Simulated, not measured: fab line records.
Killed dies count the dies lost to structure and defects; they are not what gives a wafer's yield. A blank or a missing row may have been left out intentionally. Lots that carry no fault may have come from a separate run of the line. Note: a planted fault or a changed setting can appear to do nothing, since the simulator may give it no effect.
Which of the tools did it? | flow berkeley_cmos170 | 14 lots, 42 wafers sampled, at 3 steps of a route of 331

WHAT THE GAUGES READ, wafer by wafer
UCB170_M1_RS_MEAS_01: a four-point-probe measurement. Usual: M1_AL_RS typically reads 0.0482 ohm/sq, with standard deviation 0.00041.
lot  | measured     | on            | M1_AL_RS (ohm/sq)    | flag
L584 | day 6 18:20  | film_metro-03 | 0.0480 0.0484 0.0479 |
L583 | day 6 20:20  | film_metro-04 | 0.0486 0.0489 0.0488 |
L585 | day 7 15:16  | film_metro-01 | 0.0477 0.0490 0.0477 |
L588 | day 8 05:07  | film_metro-04 | 0.0480 0.0480 0.0476 |
L587 | day 8 05:21  | film_metro-01 | 0.0482 0.0479 0.0485 |
L595 | day 8 14:35  | film_metro-04 | 0.0486 0.0482 0.0479 |
L593 | day 8 15:01  | film_metro-03 | 0.0389 0.0389 0.0389 | OFF
L592 | day 9 11:26  | film_metro-03 | 0.0392 0.0392 0.0393 | OFF
L597 | day 10 08:02 | film_metro-04 | 0.0482 0.0471 0.0474 |
L600 | day 10 22:08 | film_metro-04 | 0.0484 0.0483 0.0486 |
L601 | day 10 23:34 | film_metro-03 | 0.0481 0.0484 0.0483 |
L602 | day 10 23:47 | film_metro-04 | 0.0483 0.0484 0.0483 |
L604 | day 11 07:49 | film_metro-04 | 0.0480 0.0484 0.0479 |
L606 | day 11 10:49 | film_metro-03 | 0.0485 0.0488 0.0484 |

UCB170_M1_THK_MEAS_02: measures by xrf. Usual: M1_AL_THK typically reads 610 nm, with standard deviation 6.3.
lot  | measured     | on            | M1_AL_THK (nm) | flag
L584 | day 6 18:26  | film_metro-03 | 619 614 616    |
L583 | day 6 20:28  | film_metro-04 | 605 598 603    |
L585 | day 7 15:23  | film_metro-01 | 608 595 613    |
L588 | day 8 05:14  | film_metro-04 | 610 609 613    |
L587 | day 8 05:28  | film_metro-01 | 604 606 600    |
L595 | day 8 14:42  | film_metro-04 | 601 608 609    |
L593 | day 8 15:08  | film_metro-03 | 755 763 762    | OFF
L592 | day 9 11:32  | film_metro-03 | 758 761 759    | OFF
L597 | day 10 08:09 | film_metro-04 | 613 622 617    |
L600 | day 10 22:15 | film_metro-04 | 608 605 602    |
L601 | day 10 23:41 | film_metro-03 | 617 612 609    |
L602 | day 10 23:54 | film_metro-04 | 607 602 608    |
L604 | day 11 07:55 | film_metro-04 | 610 606 611    |
L606 | day 11 10:55 | film_metro-03 | 609 611 614    |

WHICH TOOL RAN EACH LOT (tool, then ch and the chambers of the sampled wafers, then the start)
lot  | UCB170_M1_SPUTTER_00
L584 | pvd_sputter-02, day 6 18:14
L583 | pvd_sputter-03, day 6 20:17
L585 | pvd_sputter-04, day 7 15:11
L588 | pvd_sputter-03, day 8 05:04
L587 | pvd_sputter-04, day 8 05:17
L595 | pvd_sputter-04, day 8 14:31
L593 | pvd_sputter-03, day 8 14:57
L592 | pvd_sputter-03, day 9 11:21
L597 | pvd_sputter-04, day 10 07:58
L600 | pvd_sputter-02, day 10 22:04
L601 | pvd_sputter-04, day 10 23:30
L602 | pvd_sputter-02, day 10 23:43
L604 | pvd_sputter-04, day 11 07:44
L606 | pvd_sputter-02, day 11 10:43
- UCB170_M1_SPUTTER_00: material Al, target thk 600 nm, time 80 s.

WHAT THE TOOLS THEMSELVES READ (means of the sampled wafers that have a number; where no wafer has one, the mark that the record gives instead)
UCB170_M1_SPUTTER_00. Usual: cathode_dc_power_W 6000.0 W, standard deviation 0.99; throttle_valve_pct 30.2 %, standard deviation 1.
lot  | tool           | cathode_dc_power_W (W) | throttle_valve_pct (%) | flag
L584 | pvd_sputter-02 | 5999.4                 | 30.2                   |
L583 | pvd_sputter-03 | 6000.5                 | 30.0                   |
L585 | pvd_sputter-04 | 5999.6                 | 29.8                   |
L588 | pvd_sputter-03 | 6000.0                 | 29.9                   |
L587 | pvd_sputter-04 | 6000.6                 | 30.6                   |
L595 | pvd_sputter-04 | 6000.3                 | 30.0                   |
L593 | pvd_sputter-03 | 5999.9                 | 30.0                   |
L592 | pvd_sputter-03 | 6000.3                 | 30.7                   |
L597 | pvd_sputter-04 | 6000.0                 | 30.2                   |
L600 | pvd_sputter-02 | 5999.6                 | 30.8                   |
L601 | pvd_sputter-04 | 6000.7                 | 29.0                   |
L602 | pvd_sputter-02 | 6000.3                 | 30.6                   |
L604 | pvd_sputter-04 | 6000.2                 | 30.5                   |
L606 | pvd_sputter-02 | 6001.8                 | 31.2                   |

THE ANSWER, worked out from the rows above alone
Rule: lot off if the mean of its wafers having a number is beyond 3 standard deviations from the usual mean. Also off: a lot with no number at a reading for which 4 or more lots have one. Where the step has rows for the other lots, those lots are counted as sound. Order of review: gauges by route order, followed by the tools' own readings, for which a lot's mean as printed above is used. At the first step where some lot is off, the reading lying furthest off is the one used; lots without a number count as furthest.
Off: at UCB170_M1_RS_MEAS_01 (M1_AL_RS), L593, L592.
A tool fits if, at a process step before that reading, it ran every lot that is off, and no sound lot after the first of them. Gauges at UCB170_M1_RS_MEAS_01: tried the same way as those tools. One fits: UCB170_M1_SPUTTER_00 on pvd_sputter-03. A fault onset in the window from L588 (day 8 05:04, its last sound lot) to L593 (day 8 14:57, its first lot off) fits.

WHAT THE SIMULATOR HAD PUT IN
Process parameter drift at UCB170_M1_SPUTTER_00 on pvd_sputter-03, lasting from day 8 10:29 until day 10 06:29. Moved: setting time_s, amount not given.
Lots struck among those shown: L593, L592. This agrees with what the rule above found.
